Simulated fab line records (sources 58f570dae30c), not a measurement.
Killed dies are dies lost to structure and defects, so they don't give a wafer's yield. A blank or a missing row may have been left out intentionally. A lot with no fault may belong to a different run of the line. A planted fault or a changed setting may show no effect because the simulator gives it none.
Split-lot experiment | flow berkeley_cmos170 | 27 wafers read across 5 lots, on a route 331 steps long

== SPLIT DETAILS ==
At UCB170_PWELL_ETCH_14 (etches Si3N4 in CH3F/Ar/O2, stops on SiO2, target depth 242 nm, time 151 s), the setting time_s was moved away from the recipe's 151 s on 6 of the 27 wafers read, by +17.0% to +17.9%. The other wafers ran this setting at the recipe's value.

The reading comes from the split's own step.

== THE READING ==
SiO2_of_PWELL_OXIDATION_02.thk_nm (the simulator's own value, which no gauge read), in nm, at UCB170_PWELL_ETCH_14 (etches Si3N4 in CH3F/Ar/O2, stops on SiO2, target depth 242 nm, time 151 s). There is no usual value for it anywhere in the file. The 21 wafers here that ran the recipe average 22.86 nm, standard deviation 0.42 nm.

wafer  | tool, chamber at the split | time_s as run, s | against the recipe | SiO2_of_PWELL_OXIDATION_02.thk_nm, nm | against lot-mates on the recipe
L074.1 | rie_diel-03, 1             | 151              | recipe             | 22.48                                 | -
L074.2 | rie_diel-03, 0             | 151              | recipe             | 23.02                                 | -
L074.3 | rie_diel-03, 3             | 151              | recipe             | 22.23                                 | -
L074.4 | rie_diel-03, 2             | 151              | recipe             | 22.78                                 | -
L074.5 | rie_diel-03, 0             | 151              | recipe             | 22.39                                 | -
L074.6 | rie_diel-03, 1             | 151              | recipe             | 22.61                                 | -
L075.1 | rie_diel-04, 3             | 151              | recipe             | 22.94                                 | -
L075.2 | rie_diel-04, 0             | 151              | recipe             | 23.25                                 | -
L075.3 | rie_diel-04, 2             | 151              | recipe             | 22.5                                  | -
L075.4 | rie_diel-04, 1             | 151              | recipe             | 23.37                                 | -
L075.5 | rie_diel-04, 3             | 151              | recipe             | 23.42                                 | -
L075.6 | rie_diel-04, 2             | 151              | recipe             | 22.54                                 | -
L076.1 | rie_diel-03, 1             | 178              | +17.9%             | 16.33                                 | -7.18
L076.2 | rie_diel-03, 2             | 178              | +17.9%             | 16.52                                 | -6.99
L076.3 | rie_diel-03, 0             | 151              | recipe             | 23.57                                 | -
L076.4 | rie_diel-03, 3             | 178              | +17.9%             | 16.24                                 | -7.27
L076.5 | rie_diel-03, 0             | 151              | recipe             | 23.38                                 | -
L076.6 | rie_diel-03, 1             | 151              | recipe             | 23.58                                 | -
L083.1 | rie_diel-03, 2             | 151              | recipe             | 22.67                                 | -
L083.2 | rie_diel-03, 0             | 176.6            | +17.0%             | 16.54                                 | -6.34
L083.3 | rie_diel-03, 3             | 176.6            | +17.0%             | 16.08                                 | -6.80
L083.4 | rie_diel-03, 0             | 151              | recipe             | 23.1                                  | -
L083.5 | rie_diel-03, 2             | 151              | recipe             | 22.86                                 | -
L083.6 | rie_diel-03, 3             | 176.6            | +17.0%             | 16.13                                 | -6.75
L084.1 | rie_diel-04, 3             | 151              | recipe             | 22.32                                 | -
L084.3 | rie_diel-04, 0             | 151              | recipe             | 22.75                                 | -
L084.6 | rie_diel-04, 3             | 151              | recipe             | 22.35                                 | -

THE FIT
A straight line over all 27 wafers: SiO2_of_PWELL_OXIDATION_02.thk_nm changes by -0.376 nm for each +1% of time_s; r = -0.99; the points scatter about the line by 0.41 nm.
The same after taking each lot's own level away (the mean of its wafers on the recipe; 27 wafers): -0.396 nm for each +1%; r = -1.00; scatter 0.26 nm.
According to that fit, moving time_s by its largest amount changes the reading by 7.1 nm.
Across the lots, their own levels run from 22.473 to 23.510 nm, a range of 2.4 times the standard deviation given above.
The two slopes agree, so the slope changes little with the lot-to-lot level.
Check: -7.05 nm against its lot-mates is what the line predicts for one of the wafers moved furthest among these (+17.9%) when that wafer is left out of the fit. Against them it came out at -7.18 nm.

== THE WHOLE CHAIN: every reading that the file lists as answering this split, in the file's order ==
step                  | what it does                                                               | reading                                                                            | change (the file's fit)               | r (the file's)
UCB170_PWELL_ETCH_14  | etches Si3N4 in CH3F/Ar/O2, stops on SiO2, target depth 242 nm, time 151 s | KrF_of_PWELL_COAT_08.thk_nm (the simulator's own value, which no gauge read)       | -1.57 nm for each +1% of the setting  | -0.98
UCB170_PWELL_ETCH_14  | etches Si3N4 in CH3F/Ar/O2, stops on SiO2, target depth 242 nm, time 151 s | SiO2_of_PWELL_OXIDATION_02.thk_nm (the simulator's own value, which no gauge read) | -0.395 nm for each +1% of the setting | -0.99
UCB170_PWELL_STRIP_16 | strips in O2                                                               | strip_time_to_endpoint_s                                                           | withheld for each +1% of the setting  | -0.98

== FILE'S OWN FIT ==
SiO2_of_PWELL_OXIDATION_02.thk_nm changes by -0.395 nm for each +1% of time_s, r = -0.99.
